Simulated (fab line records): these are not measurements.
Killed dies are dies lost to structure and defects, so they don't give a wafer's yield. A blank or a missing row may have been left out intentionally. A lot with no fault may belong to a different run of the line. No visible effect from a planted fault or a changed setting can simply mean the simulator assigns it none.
Comparing a struck lot with a sound one | flow berkeley-cmos170 | 16 out of 331 route steps
Sound: the wafers L561.4, L561.5, L561.6. Struck: wafer L574.5 (L574.2, L574.3, from the same lot, were not struck and are left out); the cause is given at the end.
For every step that has rows: the tool of each side, followed by ch and its chambers, followed by its first start. Under that, the readings that differ: sound wafers | struck wafers | difference of the means | sigmas: that difference in standard deviations of wafers without a fault.
alike: readings with means less than 2 such deviations apart, plus words and numbers identical on both sides. not compared: withheld readings, readings lacking a value on some wafer, bounds such as >300 that could conceal the same value, and numbers that have no deviation in the record and whose values overlap.
The two part at a step that has a row with sigmas, a row that says differs or no value, or rows on one side only. Numbers that have no deviation but don't overlap get no sigmas and don't part them. A reading that every wafer of one side lacks parts them only if that side has two wafers or more.

UCB170_V2_CMP_02: polishes SiO2.
  sound on cmp-02 ch 0,1,3, day 9 04:59; struck on cmp-01 ch 1, day 11 23:41
  alike: edge-zone-pressure-frac, motor-current-A
UCB170_V2_BOW_MEAS_03:
  sound on film-metro-04, day 9 05:11; struck on film-metro-02, day 11 23:55
  alike: V2_BOW
UCB170_V2_THK_MEAS_04:
  sound on film-metro-04, day 9 05:17; struck on film-metro-02, day 12 00:01
  alike: V2_POLISHED_THK
then, 7 steps without rows for these wafers: UCB170_V2_CLEAN_05 (cleans in DIW); UCB170_V2_HMDS_06 (prime time 60 s); UCB170_V2_COAT_07 (resist thk 900 nm); UCB170_V2_SOFTBAKE_08 (time 60 s); UCB170_V2_EXPOSE_09 (exposes mask VIA2, target cd 700 nm); UCB170_V2_PEB_10; UCB170_V2_DEVELOP_11 (develop time 45 s).
UCB170_V2_CD_MEAS_12: target cd 700 nm.
  sound on cd-sem-02, day 9 06:44; struck on cd-sem-01, day 12 01:16
  alike: cd-nm
UCB170_V2_OVL_MEAS_13:
  sound on overlay-01, day 9 06:49; struck on overlay-01, day 12 01:22
  alike: V2_OVL
UCB170_V2_ETCH_14: etches SiO2 in CHF3/CF4/Ar, stops on Al, target depth 1250 nm, time 291 s.
  sound on rie-diel-02 ch 1,2, day 9 06:50; struck on rie-diel-03 ch 1, day 12 01:23
  reading                             | sound             | struck  | difference | sigmas
  drypump-motor-current-A (A)         | 5.3 5.1 5.3       | 6.2     | +1.0       | +3
  oes-product-au (a.u.)               | 0.886 0.867 0.887 | 0.825   | -0.055     | -6
  over-etch-frac                      | 0.25 0.25 0.25    | 0.47541 | +0.22541   |
  model.KrF_of_V2_COAT_07.thk-nm (nm) | 607.5 608.2 605.6 | 566.3   | -40.8      |
  model.V2.feature-depth-nm (nm)      | 999.2 1000 998.5  | 1005    | +6         |
  alike: throttle-valve-pct
  not compared: rf-hours-counter-h
UCB170_V2_STRIP_15: strips in O2.
  sound on plasma-asher-04 ch 0,1, day 9 07:02; struck on plasma-asher-01 ch 1, day 12 01:34
  reading                      | sound             | struck | difference | sigmas
  drypump-motor-current-A (A)  | 4.7 5.5 4.7       | 5.9    | +0.9       | +2
  strip-time-to-endpoint-s (s) | 15.24 15.29 15.20 | 14.27  | -0.97      | -8
  alike: oes-product-au
  not compared: rf-hours-counter-h
UCB170_V2_CD_MEAS_90: target cd 700 nm.
  sound on cd-sem-02, day 9 07:10; struck on cd-sem-01, day 12 01:41
  alike: cd-nm
UCB170_M3_PROBE_99:
  the record has rows for the sound wafers here (prober-02, day 9 11:25) and none for the struck ones

WHERE THEY PART
Earliest at UCB170_V2_ETCH_14; latest, in this record, at UCB170_M3_PROBE_99.

WHY: what the simulator had put in
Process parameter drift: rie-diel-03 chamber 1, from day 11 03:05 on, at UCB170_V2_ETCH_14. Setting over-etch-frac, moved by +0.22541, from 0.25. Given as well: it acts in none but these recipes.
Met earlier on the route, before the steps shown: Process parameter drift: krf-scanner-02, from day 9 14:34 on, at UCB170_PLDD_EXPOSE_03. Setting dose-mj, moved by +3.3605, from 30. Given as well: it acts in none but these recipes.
